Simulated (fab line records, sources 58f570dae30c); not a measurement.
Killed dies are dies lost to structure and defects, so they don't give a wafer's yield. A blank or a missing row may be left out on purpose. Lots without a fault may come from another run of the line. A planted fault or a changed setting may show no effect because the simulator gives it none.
A struck lot beside a sound one | flow berkeley_cmos170 | 14 steps out of a route of 331
Sound: wafers L167.1, L167.3, L167.5. Struck: wafers L166.1, L166.2, L166.5. The cause comes at the end.
At each step with rows: each side's tool, then ch and its chambers, then its first start. Under that, the readings that differ: sound wafers | struck wafers | difference of the means | sigmas: that difference in standard deviations of wafers without a fault.
alike: readings whose means differ by less than 2 such deviations, and words and numbers that are the same on both sides. not compared: withheld readings, readings that some wafer has no value for, bounds like >300 that may hide the same value, and numbers for which the record gives no deviation and whose values overlap.
The two part at a step that has a row with sigmas, a row that says differs or no value, or rows on one side only. Numbers that don't overlap but have no deviation are shown without sigmas and don't part them. A reading that every wafer of one side lacks parts them only if that side has two wafers or more.

first, 3 steps without rows for these wafers: UCB170_NVT_EXPOSE_03 (exposes mask PWELL, target cd 3000 nm); UCB170_NVT_PEB_04; UCB170_NVT_DEVELOP_05 (develop time 45 s).
UCB170_NVT_OVL_MEAS_06:
  sound on overlay-01, day 10 11:58; struck on overlay-02, day 10 03:38
  alike: NVT_OVL
then, 1 step without rows for these wafers: UCB170_NVT_IMPLANT_07.
UCB170_NVT_STRIP_08: strips in O2.
  sound on plasma_asher-02 ch 0,1, day 10 12:08; struck on plasma_asher-02 ch 0,1, day 10 03:49
  alike: drypump_motor_current_A, oes_product_au, strip_time_to_endpoint_s
  not compared: rf_hours_counter_h
UCB170_NVT_TW_MEAS_09:
  sound on film_metro-01, day 10 12:14; struck on film_metro-02, day 10 03:55
  alike: NVT_TW
then, 5 steps without rows for these wafers: UCB170_NVT_CLEAN_10 (cleans in SPM, time 600 s); UCB170_PVT_HMDS_00 (prime time 60 s); UCB170_PVT_COAT_01 (resist thk 900 nm); UCB170_PVT_SOFTBAKE_02 (time 60 s); UCB170_PVT_EXPOSE_03 (exposes mask NWELL, target cd 3000 nm).
UCB170_PVT_PEB_04:
  sound on litho_track-01 ch 0, day 10 16:17; struck on litho_track-01, day 10 04:47
  no value came back on the struck wafers for chill_plate_temp_C (C), exhaust_pa (Pa), heater_power_total_W (W); on the sound wafers chill_plate_temp_C (C) reads 23.03 22.93 22.97
then, 1 step without rows for these wafers: UCB170_PVT_DEVELOP_05 (develop time 45 s).

WHERE THEY PART
Only at UCB170_PVT_PEB_04, within this record.

WHY: what the simulator had put in
Skipped step whole: litho_track-01, from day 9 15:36 on, at UCB170_PVT_PEB_04. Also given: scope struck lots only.
